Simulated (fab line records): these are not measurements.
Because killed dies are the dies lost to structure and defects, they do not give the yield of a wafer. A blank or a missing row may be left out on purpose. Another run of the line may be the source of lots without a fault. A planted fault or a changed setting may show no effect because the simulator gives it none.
Shared-tool check + flow rit cmos + 33 wafers sampled across 11 lots

## REASON FOR OPENING
At RIT_SDANNEAL_RS_MEAS_04 the reading PSD_RS is flagged on 2 of 11 lots. Fault-free wafers read 116.1 ohm/sq, with a standard deviation of 0.3.
Rule: a lot gets a flag if all its wafers with a number sit over 4 standard deviations from that mean, or if no wafer of it has a number. As for the other lots, they are considered sound.

| lot  | measured    | on            | PSD_RS (ohm/sq), wafer by wafer | flag    |
|------|-------------|---------------|---------------------------------|---------|
| L416 | day 3 05:14 | film metro-03 | 116.4 116.2 115.8               |         |
| L417 | day 3 08:05 | film metro-03 | 116.4 116.1 116.2               |         |
| L418 | day 3 12:56 | film metro-02 | 115.3 115.5 115.9               |         |
| L422 | day 4 11:38 | film metro-02 | 115.4 115.8 115.8               |         |
| L427 | day 5 13:48 | film metro-02 | 144.3 144.1 144.5               | FLAGGED |
| L429 | day 5 22:20 | film metro-03 | 144.8 145.0 144.8               | FLAGGED |
| L430 | day 6 02:21 | film metro-04 | 116.0 115.6 115.8               |         |
| L432 | day 6 10:18 | film metro-04 | 115.8 116.0 116.0               |         |
| L434 | day 6 22:05 | film metro-04 | 116.3 115.9 116.0               |         |
| L436 | day 7 11:20 | film metro-03 | 116.9 116.4 116.4               |         |
| L438 | day 7 18:04 | film metro-03 | 116.0 115.7 116.0               |         |
Average over the flagged lots: 144.6 ohm/sq; offset from the usual +28.5 ohm/sq, equal to +95 standard deviations.

## EACH LOT AND THE TOOL IT RAN ON
2 process steps preceding the reading are held in the record, out of 202 steps in the route. Cell contents, in order: the tool; ch with the chambers the sampled wafers went through; the start.
| lot  | flag    | RIT_NLDD_STRIP_09                   | RIT_SDANNEAL_RTA_03             |
|------|---------|-------------------------------------|---------------------------------|
| L416 |         | plasma asher-03 ch 0,1, day 2 21:27 | rtp anneal-01 ch 0, day 3 05:10 |
| L417 |         | plasma asher-03 ch 0,1, day 3 00:19 | rtp anneal-02 ch 0, day 3 08:01 |
| L418 |         | plasma asher-03 ch 0,1, day 3 04:57 | rtp anneal-01 ch 0, day 3 12:49 |
| L422 |         | plasma asher-01 ch 0,1, day 4 04:13 | rtp anneal-01 ch 0, day 4 11:34 |
| L427 | FLAGGED | plasma asher-02 ch 0,1, day 5 05:19 | rtp anneal-02 ch 0, day 5 13:44 |
| L429 | FLAGGED | plasma asher-01 ch 0,1, day 5 14:21 | rtp anneal-02 ch 0, day 5 22:15 |
| L430 |         | plasma asher-01 ch 0,1, day 5 18:23 | rtp anneal-01 ch 0, day 6 02:14 |
| L432 |         | plasma asher-01 ch 0,1, day 6 02:33 | rtp anneal-01 ch 0, day 6 10:13 |
| L434 |         | plasma asher-01 ch 0,1, day 6 14:17 | rtp anneal-01 ch 0, day 6 22:01 |
| L436 |         | plasma asher-01 ch 0,1, day 7 03:20 | rtp anneal-01 ch 0, day 7 11:16 |
| L438 |         | plasma asher-02 ch 1, day 7 10:16   | rtp anneal-01 ch 0, day 7 18:00 |
These steps, and what they do:
- RIT_NLDD_STRIP_09: strips in O2, time 180 s.
- RIT_SDANNEAL_RTA_03: time 5 s.
- RIT_SDANNEAL_RS_MEAS_04: measures by four-point-probe.

## FLAGGED AGAINST TOTAL, ONE TOOL AT A TIME (gauges that did the reading follow at the end)
| step                    | tool            | lots run | flagged | share of the flagged lots | sound lots run after its first flagged lot |
|-------------------------|-----------------|----------|---------|---------------------------|--------------------------------------------|
| RIT_NLDD_STRIP_09       | plasma asher-01 | 6        | 1       | some                      | 4 (L430,L432,L434,L436)                    |
| RIT_NLDD_STRIP_09       | plasma asher-02 | 2        | 1       | some                      | 1 (L438)                                   |
| RIT_NLDD_STRIP_09       | plasma asher-03 | 3        | 0       | none                      | -                                          |
| RIT_SDANNEAL_RTA_03     | rtp anneal-01   | 8        | 0       | none                      | -                                          |
| RIT_SDANNEAL_RTA_03     | rtp anneal-02   | 3        | 2       | all                       | 0                                          |
| RIT_SDANNEAL_RS_MEAS_04 | film metro-02   | 3        | 1       | some                      | 0                                          |
| RIT_SDANNEAL_RS_MEAS_04 | film metro-03   | 5        | 1       | some                      | 2 (L436,L438)                              |
| RIT_SDANNEAL_RS_MEAS_04 | film metro-04   | 3        | 0       | none                      | -                                          |

## WHAT THE TABLE PERMITS
In the table, 1 row covers all flagged lots: rtp anneal-02 at RIT_SDANNEAL_RTA_03.
- rtp anneal-02 at RIT_SDANNEAL_RTA_03: 2 of its 3 lots flagged. Last sound lot L417 at day 3 08:01, first flagged lot L427 at day 5 13:44; a fault beginning in between fits. Its own readings (wafer_temp_C_max) fall more than 4 standard deviations out on all wafers of the flagged lots.
Left over: one tool, rtp anneal-02 at RIT_SDANNEAL_RTA_03.

## WHAT WAS PUT IN BY THE SIMULATOR
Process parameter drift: rtp anneal-02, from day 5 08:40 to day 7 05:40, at RIT_SDANNEAL_RTA_03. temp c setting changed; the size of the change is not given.
Lots struck among those shown: L427, L429. The rule given above showed the same thing.
